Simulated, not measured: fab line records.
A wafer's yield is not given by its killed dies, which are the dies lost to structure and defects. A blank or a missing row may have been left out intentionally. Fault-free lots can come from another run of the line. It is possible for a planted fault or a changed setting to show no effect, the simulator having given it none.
Which tool did it? + flow rit_cmos + 39 wafers from 13 lots sampled at 2 of the route's 202 steps

WHAT THE GAUGES SHOWED, per wafer
RIT_M1_CD_MEAS_09: the cd target is 2600 nm.
| lot  | measured    | on        | cd_nm (nm)           |
|------|-------------|-----------|----------------------|
| L749 | day 3 06:19 | cd_sem-01 | 2603.3 2603.3 2600.6 |
| L750 | day 3 11:49 | cd_sem-02 | 2598.1 2597.3 2595.1 |
| L751 | day 3 19:20 | cd_sem-01 | 2601.6 2601.5 2600.8 |
| L754 | day 4 12:04 | cd_sem-02 | 2600.4 2598.4 2598.5 |
| L758 | day 5 02:22 | cd_sem-02 | 2602.2 2604.7 2605.3 |
| L760 | day 5 14:01 | cd_sem-02 | 2609.7 2611.9 2610.5 |
| L761 | day 5 19:50 | cd_sem-02 | 2605.2 2606.0 2605.4 |
| L762 | day 6 04:14 | cd_sem-02 | 2601.6 2603.0 2601.1 |
| L763 | day 6 09:45 | cd_sem-02 | 2599.3 2596.8 2597.5 |
| L766 | day 6 23:35 | cd_sem-02 | 2601.0 2601.0 2600.2 |
| L767 | day 7 03:19 | cd_sem-01 | 2597.1 2599.6 2600.3 |
| L768 | day 7 07:52 | cd_sem-02 | 2602.1 2602.0 2601.8 |
| L772 | day 8 04:31 | cd_sem-02 | 2599.1 2600.1 2597.4 |

WHAT TOOL EACH LOT RAN ON (gives the tool, then ch and the chambers of the sampled wafers, and finally the start)
| lot  | RIT_M1_EXPOSE_06                   |
|------|------------------------------------|
| L749 | iline_stepper-01 ch 0, day 3 05:53 |
| L750 | iline_stepper-02 ch 0, day 3 11:16 |
| L751 | iline_stepper-02 ch 0, day 3 18:54 |
| L754 | iline_stepper-01 ch 0, day 4 11:38 |
| L758 | iline_stepper-01 ch 0, day 5 01:56 |
| L760 | iline_stepper-02 ch 0, day 5 13:35 |
| L761 | iline_stepper-02 ch 0, day 5 19:25 |
| L762 | iline_stepper-01 ch 0, day 6 03:48 |
| L763 | iline_stepper-01 ch 0, day 6 09:19 |
| L766 | iline_stepper-01 ch 0, day 6 23:09 |
| L767 | iline_stepper-01 ch 0, day 7 02:53 |
| L768 | iline_stepper-01 ch 0, day 7 07:26 |
| L772 | iline_stepper-01 ch 0, day 8 04:05 |
- RIT_M1_EXPOSE_06: exposes mask M12, target cd 2600 nm.

WHAT THE TOOLS THEMSELVES READ (means of the sampled wafers that have a number; where no wafer has one, the mark that the record gives instead)
RIT_M1_EXPOSE_06.
| lot  | tool             | exposure_dose_mJ_cm2 |
|------|------------------|----------------------|
| L749 | iline_stepper-01 | 251.87               |
| L750 | iline_stepper-02 | 251.28               |
| L751 | iline_stepper-02 | 251.58               |
| L754 | iline_stepper-01 | 251.29               |
| L758 | iline_stepper-01 | 251.29               |
| L760 | iline_stepper-02 | 243.18               |
| L761 | iline_stepper-02 | 244.84               |
| L762 | iline_stepper-01 | 251.63               |
| L763 | iline_stepper-01 | 251.24               |
| L766 | iline_stepper-01 | 251.42               |
| L767 | iline_stepper-01 | 251.54               |
| L768 | iline_stepper-01 | 251.68               |
| L772 | iline_stepper-01 | 251.32               |

THE ANSWER, worked out from the rows above alone
Rule: the lots themselves supply what counts as usual. The widest of any qualifying gaps counts: lots, ordered by their means at a reading, are off when they make up no more than a third of the lots, leave a main group of 4 or more, and stand apart from it by 3 or more times the standard deviation of that group's means. The tables above print the reading to a certain number of digits; a main group whose means all agree to those digits is not used. A lot without any number at a reading at which 4 lots or more have one is off too. All remaining lots with rows at the step are treated as sound. Order of review: gauges by route order, followed by the tools' own readings, for which a lot's mean as printed above is used. At the first step where some lot is off, the reading lying furthest off is the one used; lots without a number count as furthest.
Off: L760, L761 (RIT_M1_EXPOSE_06, exposure_dose_mJ_cm2). The main group has a mean of 251.47 with a standard deviation of 0.2.
If a tool, at that step or one of the process steps before it, ran each lot that is off and ran no sound lot following the first of them, it fits. One candidate fits, namely iline_stepper-02 at RIT_M1_EXPOSE_06. Its last sound lot is L751 (day 3 18:54), its first lot that is off L760 (day 5 13:35): a fault that began between those two fits.
On the lots that are off, the tool's own readings at RIT_M1_EXPOSE_06 differ by more than 5 times the standard deviation of the sound lots' means, which bears it out; exposure_dose_mJ_cm2 reads 244.01 there versus 251.47 on the sound lots.

WHAT WAS PUT IN BY THE SIMULATOR
Drift in process parameters on iline_stepper-02 at RIT_M1_EXPOSE_06, starting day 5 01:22. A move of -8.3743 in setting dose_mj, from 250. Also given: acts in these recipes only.
Struck lots among those shown: L760, L761. The same result came from the rule above.
